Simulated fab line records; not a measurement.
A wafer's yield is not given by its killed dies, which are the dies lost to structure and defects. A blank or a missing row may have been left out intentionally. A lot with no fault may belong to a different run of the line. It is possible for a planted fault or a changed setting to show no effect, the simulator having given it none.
Which tool did it?	flow berkeley-cmos170	7 lots, 21 wafers sampled, at 3 steps of a route of 331

== WHAT EACH GAUGE READ, for each wafer ==
UCB170_V2_THK_MEAS_01.
lot	measured	on	V2_TEOS_THK (nm)
L483	day 8 06:31	film-metro-04	1962 2003 1993
L485	day 8 23:47	film-metro-01	1978 2023 2009
L487	day 9 07:21	film-metro-04	1998 2010 2016
L492	day 10 12:40	film-metro-04	2048 2014 2063
L494	day 10 18:20	film-metro-03	1982 1978 1962
L496	day 11 05:40	film-metro-03	1956 1985 1961
L501	day 12 09:14	film-metro-03	1921 1905 1973

== EACH LOT AND THE TOOL THAT RAN IT (in order: tool; ch and the chambers of the sampled wafers; start) ==
lot	UCB170_NWELL_STRIP_15	UCB170_V2_CVD_00
L483	plasma-asher-04 ch 0,1, day 2 23:34	pecvd-03 ch 0,1,2, day 8 06:21
L485	plasma-asher-01 ch 0,1, day 3 08:35	pecvd-03 ch 0,2, day 8 23:37
L487	plasma-asher-01 ch 0,1, day 3 18:11	pecvd-03 ch 0,2, day 9 07:12
L492	plasma-asher-04 ch 0, day 4 21:20	pecvd-02 ch 0,1,2, day 10 12:30
L494	plasma-asher-01 ch 0,1, day 5 06:37	pecvd-03 ch 0,1,2, day 10 18:10
L496	plasma-asher-01 ch 0,1, day 5 10:44	pecvd-03 ch 0,1,2, day 11 05:30
L501	plasma-asher-04 ch 0,1, day 6 12:02	pecvd-03 ch 0,1,2, day 12 09:04
- UCB170_NWELL_STRIP_15: strips in O2.
- UCB170_V2_CVD_00: deposits SiO2 from TEOS/O2, target thk 2000 nm, time 250 s.

== THE ANSWER, worked out from the rows above alone ==
Rule: what is usual is taken from the lots themselves. The widest of any qualifying gaps counts: lots, ordered by their means at a reading, are off when they make up no more than a third of the lots, leave a main group of 4 or more, and stand apart from it by 3 or more times the standard deviation of that group's means. The tables above print the reading to a certain number of digits; a main group whose means all agree to those digits is not used. Also off: a lot with no number at a reading for which 4 or more lots have one. All remaining lots with rows at the step are treated as sound.
Across all readings shown, no lot is off: no conclusion can be drawn from this.

== WHAT THE SIMULATOR PUT IN ==
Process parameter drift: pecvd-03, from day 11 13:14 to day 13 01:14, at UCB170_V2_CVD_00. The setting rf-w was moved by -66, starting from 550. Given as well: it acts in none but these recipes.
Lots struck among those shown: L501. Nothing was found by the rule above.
